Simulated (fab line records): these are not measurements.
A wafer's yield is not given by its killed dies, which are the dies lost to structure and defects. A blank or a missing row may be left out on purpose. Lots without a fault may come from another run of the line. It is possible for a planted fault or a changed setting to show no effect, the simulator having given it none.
Chamber matching -- flow berkeley-cmos170 -- UCB170_ZERO_ETCH_06 on rie-diel-01: 4 sister chambers
The step etches SiO2 in CHF3/CF4/Ar, time 12 s. 14 wafers are shown with their chamber, then 7 later ones without.

## WAFERS, EACH WITH ITS CHAMBER
wafer,chamber,throttle-valve-pct (%),drypump-motor-current-A (A),oes-product-au (a.u.)
L608.1,1,8.95,6.0,0.605
L608.3,0,9.39,5.2,0.636
L608.6,3,9.09,5.6,0.622
L610.3,0,9.37,5.2,0.629
L610.4,1,8.96,6.0,0.599
L610.5,3,9.08,5.6,0.624
L611.1,3,9.10,5.6,0.623
L611.4,0,9.38,5.3,0.629
L611.5,2,9.27,6.1,0.609
L615.1,2,9.27,6.1,0.607
L615.4,3,9.10,5.6,0.623
L615.6,2,9.26,6.2,0.611
L624.1,2,9.29,6.1,0.606
L624.3,0,9.37,5.3,0.628

SIGNATURES, as means of the wafers listed above
reading,chamber 0,chamber 1,chamber 2,chamber 3,scatter within a chamber
throttle-valve-pct,9.3775,8.9550,9.2725,9.0925,0.0104
drypump-motor-current-A,5.250,6.000,6.125,5.600,0.0418
oes-product-au,0.63050,0.60200,0.60825,0.62300,0.00275
Rule: a wafer lies at a distance from a chamber equal to the root of the sum of squares, over the readings, of (its reading less the chamber's mean, divided by the reading's scatter). If the next closest chamber is less than 2 further off than the closest, the wafer can't be placed; otherwise it belongs to the closest. The scatter: take each reading less its chamber's mean, square it, sum over the shown wafers, divide by the number of wafers less the number of chambers, and take the root.

## WAFERS WHOSE CHAMBER IS MISSING
wafer,throttle-valve-pct (%),drypump-motor-current-A (A),oes-product-au (a.u.)
L624.6,9.09,5.6,0.629
L625.1,8.95,6.0,0.601
L625.2,9.37,5.3,0.624
L625.5,9.09,5.6,0.619
L626.1,9.27,6.1,0.602
L626.2,8.97,6.1,0.601
L626.5,9.28,6.1,0.602

## EACH ONE'S CHAMBER
wafer,from the rows above,in truth
L624.6,3,3
L625.1,1,1
L625.2,0,0
L625.5,3,3
L626.1,2,2
L626.2,1,1
L626.5,2,2
7 of 7 placed correctly. Not placeable from these rows: 0. 0 placed wrongly.
